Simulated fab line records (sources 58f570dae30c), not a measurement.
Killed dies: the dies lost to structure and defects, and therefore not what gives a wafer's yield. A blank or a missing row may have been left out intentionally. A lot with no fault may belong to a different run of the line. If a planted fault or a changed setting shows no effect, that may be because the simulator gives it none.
Which tool did it? | flow berkeleyCmos170 | 45 wafers from 15 lots sampled at 6 of the route's 331 steps

== WHAT THE GAUGES SHOWED, per wafer ==
UCB170_START_BOW_MEAS_00. Usual: INCOMING_BOW typically reads 0 um, with standard deviation 6.6.
lot  | measured    | on           | INCOMING_BOW (um) | flag
L284 | day 1 10:02 | filmMetro-01 | 1 -7 18           | 
L285 | day 1 15:00 | filmMetro-01 | -11 1 -2          | 
L286 | day 1 20:00 | filmMetro-03 | -3 -2 4           | 
L287 | day 2 01:01 | filmMetro-02 | 2 -14 0           | 
L288 | day 2 06:00 | filmMetro-03 | -3 -4 11          | 
L289 | day 2 11:01 | filmMetro-03 | 7 -1 -8           | 
L296 | day 3 22:00 | filmMetro-03 | 3 -3 11           | 
L300 | day 4 18:00 | filmMetro-01 | -4 -2 3           | 
L301 | day 4 23:00 | filmMetro-02 | 4 -9 5            | 
L302 | day 5 04:00 | filmMetro-02 | -2 0 -12          | 
L303 | day 5 09:00 | filmMetro-02 | -4 -9 -3          | 
L304 | day 5 14:01 | filmMetro-03 | 9 4 -1            | 
L305 | day 5 19:00 | filmMetro-03 | 1 0 2             | 
L306 | day 6 00:00 | filmMetro-03 | 10 6 1            | 
L307 | day 6 05:00 | filmMetro-01 | 2 3 -3            | 

UCB170_PWELL_THK_MEAS_06. Usual: PWELL_NITRIDE_THK typically reads 220.9 nm, with standard deviation 1.7.
lot  | measured    | on           | PWELL_NITRIDE_THK (nm) | flag
L284 | day 3 00:40 | filmMetro-02 | 218.1 221.4 222.2      | 
L285 | day 3 12:13 | filmMetro-04 | 220.1 221.3 221.1      | 
L286 | day 3 19:43 | filmMetro-01 | 245.7 243.7 244.8      | OFF
L287 | day 4 02:41 | filmMetro-04 | 245.9 246.3 246.2      | OFF
L288 | day 4 02:44 | filmMetro-04 | 249.2 248.3 249.5      | OFF
L289 | day 4 11:19 | filmMetro-01 | 223.1 222.8 223.0      | 
L296 | day 5 19:19 | filmMetro-01 | 221.8 222.5 222.4      | 
L300 | day 6 17:37 | filmMetro-01 | 218.9 218.5 221.1      | 
L301 | day 6 17:37 | filmMetro-02 | 220.9 222.9 221.5      | 
L302 | day 6 17:40 | filmMetro-04 | 221.7 220.6 218.1      | 
L303 | day 7 10:39 | filmMetro-01 | 218.9 218.9 219.5      | 
L304 | day 7 10:40 | filmMetro-02 | 220.1 220.0 221.7      | 
L305 | day 7 19:49 | filmMetro-04 | 225.0 222.9 223.4      | 
L306 | day 7 19:49 | filmMetro-01 | 223.5 220.8 221.4      | 
L307 | day 7 19:52 | filmMetro-04 | 221.3 222.4 220.9      | 

UCB170_GATE_THK_MEAS_02. Usual: GATE_OXIDE_THK typically reads 6.48 nm, with standard deviation 0.12.
lot  | measured     | on           | GATE_OXIDE_THK (nm) | flag
L284 | day 6 13:09  | filmMetro-01 | 6.64 6.62 6.66      | 
L285 | day 6 22:29  | filmMetro-04 | 6.71 6.64 6.72      | 
L286 | day 6 22:29  | filmMetro-03 | 6.45 6.52 6.56      | 
L287 | day 7 15:41  | filmMetro-03 | 6.53 6.62 6.63      | 
L288 | day 7 15:41  | filmMetro-01 | 6.60 6.60 6.54      | 
L289 | day 7 15:45  | filmMetro-03 | 6.55 6.45 6.47      | 
L296 | day 8 21:49  | filmMetro-04 | 6.49 6.34 6.30      | 
L300 | day 10 10:25 | filmMetro-01 | 6.65 6.56 6.61      | 
L301 | day 10 10:25 | filmMetro-04 | 6.49 6.53 6.39      | 
L302 | day 10 10:25 | filmMetro-03 | 6.53 6.61 6.63      | 
L303 | day 10 22:17 | filmMetro-04 | 6.62 6.61 6.52      | 
L304 | day 11 12:27 | filmMetro-01 | 6.35 6.19 6.27      | 
L305 | day 11 12:30 | filmMetro-03 | 6.56 6.54 6.51      | 
L306 | day 11 12:26 | filmMetro-03 | 6.36 6.35 6.22      | 
L307 | day 11 12:26 | filmMetro-04 | 6.40 6.49 6.51      | 

UCB170_PSD_CD_MEAS_06: target cd 1200 nm. Usual: cdNm 1199.8 nm, standard deviation 1.3.
lot  | measured     | on       | cdNm (nm)            | flag
L284 | day 7 08:31  | cdSem-02 | 1200.3 1200.7 1199.8 | 
L285 | day 7 21:04  | cdSem-02 | 1198.6 1198.7 1198.3 | 
L286 | day 7 21:26  | cdSem-02 | 1200.9 1200.4 1200.4 | 
L287 | day 8 16:31  | cdSem-01 | 1199.4 1199.4 1201.3 | 
L288 | day 8 16:16  | cdSem-02 | 1197.7 1199.4 1199.4 | 
L289 | day 8 16:02  | cdSem-02 | 1200.2 1199.6 1198.2 | 
L296 | day 9 16:05  | cdSem-02 | 1201.3 1202.0 1202.5 | 
L300 | day 11 10:09 | cdSem-01 | 1202.3 1202.4 1201.3 | 
L301 | day 11 09:53 | cdSem-02 | 1198.3 1198.2 1199.4 | 
L302 | day 11 09:53 | cdSem-01 | 1200.1 1200.2 1200.7 | 
L303 | day 11 18:54 | cdSem-02 | 1197.7 1198.9 1197.6 | 
L304 | day 12 10:46 | cdSem-01 | 1200.0 1199.4 1201.2 | 
L305 | day 12 10:23 | cdSem-01 | 1201.4 1200.7 1201.0 | 
L306 | day 12 10:04 | cdSem-02 | 1198.6 1198.8 1199.7 | 
L307 | day 12 10:12 | cdSem-01 | 1198.1 1197.7 1199.0 | 

== TOOL THAT RAN EACH LOT (tool first, then ch and the chambers of the sampled wafers, then the start) ==
lot  | UCB170_PWELL_CVD_05        | UCB170_PWELL_ETCH_14
L284 | lpcvd-01 ch 0, day 2 22:44 | rieDiel-03 ch 0,2,3, day 3 02:37
L285 | lpcvd-01 ch 0, day 3 10:18 | rieDiel-03 ch 0,1,2, day 3 13:31
L286 | lpcvd-01 ch 0, day 3 17:48 | rieDiel-01 ch 1,2,3, day 3 20:42
L287 | lpcvd-01 ch 0, day 4 00:45 | rieDiel-04 ch 0,1, day 4 04:46
L288 | lpcvd-01 ch 1, day 4 00:45 | rieDiel-03 ch 0,2,3, day 4 04:47
L289 | lpcvd-02 ch 0, day 4 09:23 | rieDiel-01 ch 0,1, day 4 12:22
L296 | lpcvd-02 ch 0, day 5 17:24 | rieDiel-01 ch 0,1, day 5 20:32
L300 | lpcvd-02 ch 1, day 6 15:42 | rieDiel-04 ch 1,2,3, day 6 18:48
L301 | lpcvd-02 ch 1, day 6 15:42 | rieDiel-01 ch 1,2,3, day 6 18:41
L302 | lpcvd-02 ch 0, day 6 15:42 | rieDiel-03 ch 0,1,3, day 6 18:58
L303 | lpcvd-02 ch 0, day 7 08:44 | rieDiel-04 ch 0,1,3, day 7 12:14
L304 | lpcvd-02 ch 0, day 7 08:44 | rieDiel-01 ch 0,2, day 7 12:31
L305 | lpcvd-01 ch 0, day 7 16:56 | rieDiel-03 ch 0,2,3, day 7 22:11
L306 | lpcvd-01 ch 0, day 7 16:56 | rieDiel-01 ch 0,2,3, day 7 22:07
L307 | lpcvd-01 ch 1, day 7 16:56 | rieDiel-04 ch 0,2, day 7 22:12
- UCB170_PWELL_CVD_05: deposits Si3N4 from SiH2Cl2/NH3, target thk 220 nm, time 3300 s.
- UCB170_PWELL_ETCH_14: etches Si3N4 in CH3F/Ar/O2, stops on SiO2, target depth 242 nm, time 151 s.

== AS READ BY THE TOOLS THEMSELVES (means over the sampled wafers that have a number; for cases with no such wafer, the mark the record gives instead) ==
UCB170_PWELL_CVD_05. Usual: sih2cl2FlowSccm 25.00 sccm, standard deviation 0.079.
lot  | tool     | sih2cl2FlowSccm (sccm) | flag
L284 | lpcvd-01 | 25.00                  | 
L285 | lpcvd-01 | 25.03                  | 
L286 | lpcvd-01 | 37.43                  | OFF
L287 | lpcvd-01 | 37.61                  | OFF
L288 | lpcvd-01 | 37.47                  | OFF
L289 | lpcvd-02 | 24.98                  | 
L296 | lpcvd-02 | 24.92                  | 
L300 | lpcvd-02 | 25.11                  | 
L301 | lpcvd-02 | 25.05                  | 
L302 | lpcvd-02 | 25.03                  | 
L303 | lpcvd-02 | 24.93                  | 
L304 | lpcvd-02 | 24.94                  | 
L305 | lpcvd-01 | 25.04                  | 
L306 | lpcvd-01 | 25.04                  | 
L307 | lpcvd-01 | 24.91                  | 

UCB170_PWELL_ETCH_14. Usual: drypumpMotorCurrentA 5.8 A, standard deviation 0.35; oesProductAu 0.937 a.u., standard deviation 0.019; rfFwdPowerW 448.3 W, standard deviation 1.6; throttleValvePct 8.06 %, standard deviation 0.18.
lot  | tool       | drypumpMotorCurrentA (A) | oesProductAu (a.u.) | rfFwdPowerW (W) | throttleValvePct (%) | flag
L284 | rieDiel-03 | 5.8                      | 0.925               | 448.6           | 8.15                 | 
L285 | rieDiel-03 | 5.7                      | 0.918               | 447.6           | 8.11                 | 
L286 | rieDiel-01 | 5.7                      | 0.994               | 449.5           | 7.95                 | 
L287 | rieDiel-04 | 6.0                      | 1.000               | 448.5           | 8.02                 | OFF
L288 | rieDiel-03 | 5.9                      | 0.982               | 447.5           | 8.16                 | 
L289 | rieDiel-01 | 5.5                      | 0.968               | 447.1           | 7.96                 | 
L296 | rieDiel-01 | 5.6                      | 0.968               | 449.2           | 7.95                 | 
L300 | rieDiel-04 | 5.9                      | 0.933               | 447.1           | 8.06                 | 
L301 | rieDiel-01 | 5.7                      | 0.957               | 448.4           | 7.95                 | 
L302 | rieDiel-03 | 5.7                      | 0.919               | 449.8           | 7.99                 | 
L303 | rieDiel-04 | 6.0                      | 0.923               | 448.8           | 8.13                 | 
L304 | rieDiel-01 | 5.6                      | 0.923               | 448.6           | 8.06                 | 
L305 | rieDiel-03 | 5.9                      | 0.937               | 447.7           | 8.15                 | 
L306 | rieDiel-01 | 6.0                      | 0.944               | 449.6           | 8.11                 | 
L307 | rieDiel-04 | 5.7                      | 0.953               | 449.0           | 8.11                 | 

== THE ANSWER, worked out from the rows above alone ==
Rule: a lot is off if the mean of its wafers that have a number lies more than 3 standard deviations from the usual mean. Also off: a lot with no number at a reading for which 4 or more lots have one. Any other lot the step has rows for is counted as sound. The gauges are gone through in route order, then the tools' own readings, and for those a lot's mean is taken as printed above. The first step at which some lot is off is used, and at that step the reading that is off furthest; a lot without a number counts as furthest.
Off: L286, L287, L288, seen at UCB170_PWELL_THK_MEAS_06 (PWELL_NITRIDE_THK).
If a tool, at a process step before that reading, ran all the lots that are off and no sound lot after the first of them, it fits. The gauges at UCB170_PWELL_THK_MEAS_06 aren't tried: what is off there is off at UCB170_PWELL_CVD_05 too, on other tools, and a gauge's error can't cause that. No candidate that was tried fits.

== WHAT HAD BEEN PUT IN BY THE SIMULATOR ==
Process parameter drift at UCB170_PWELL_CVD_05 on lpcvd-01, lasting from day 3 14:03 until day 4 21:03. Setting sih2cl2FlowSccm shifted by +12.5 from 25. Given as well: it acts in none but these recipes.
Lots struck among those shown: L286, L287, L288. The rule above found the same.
